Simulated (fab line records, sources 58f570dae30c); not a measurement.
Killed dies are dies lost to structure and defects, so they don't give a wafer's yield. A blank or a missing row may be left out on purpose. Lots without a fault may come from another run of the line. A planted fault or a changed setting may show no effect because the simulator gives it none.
Which tool did it? | flow berkeley_cmos170 | 6 lots, 18 wafers sampled, at 1 step of a route of 331

WHAT THE GAUGES READ, wafer by wafer
UCB170_NWELL_TW_MEAS_16.
lot  | measured    | on            | NWELL_TW
L265 | day 2 12:00 | film_metro-02 | 1227 1222 1217
L267 | day 3 07:44 | film_metro-01 | 1252 1250 1248
L270 | day 3 20:09 | film_metro-02 | 1234 1233 1243
L275 | day 4 16:14 | film_metro-01 | 1246 1236 1249
L284 | day 6 19:41 | film_metro-02 | 1232 1243 1234
L286 | day 7 02:04 | film_metro-01 | 1246 1252 1242

WHICH TOOL RAN EACH LOT (tool, then ch and the chambers of the sampled wafers, then the start)
The record holds no process step before these readings.

THE ANSWER, worked out from the rows above alone
Rule: what is usual is taken from the lots themselves. Put in order of their means at a reading, lots are off if they are a third of the lots or fewer, leave a main group of 4 or more, and stand apart from it by a gap of 3 or more times the standard deviation of the main group's means; of several such gaps the widest counts. A main group whose means are all the same, to the digits that the tables above print for the reading, isn't used. A lot without any number at a reading at which 4 lots or more have one is off too. The other lots that the step has rows for count as sound.
No lot is off at any reading shown: from this, nothing can be told.

WHAT THE SIMULATOR HAD PUT IN
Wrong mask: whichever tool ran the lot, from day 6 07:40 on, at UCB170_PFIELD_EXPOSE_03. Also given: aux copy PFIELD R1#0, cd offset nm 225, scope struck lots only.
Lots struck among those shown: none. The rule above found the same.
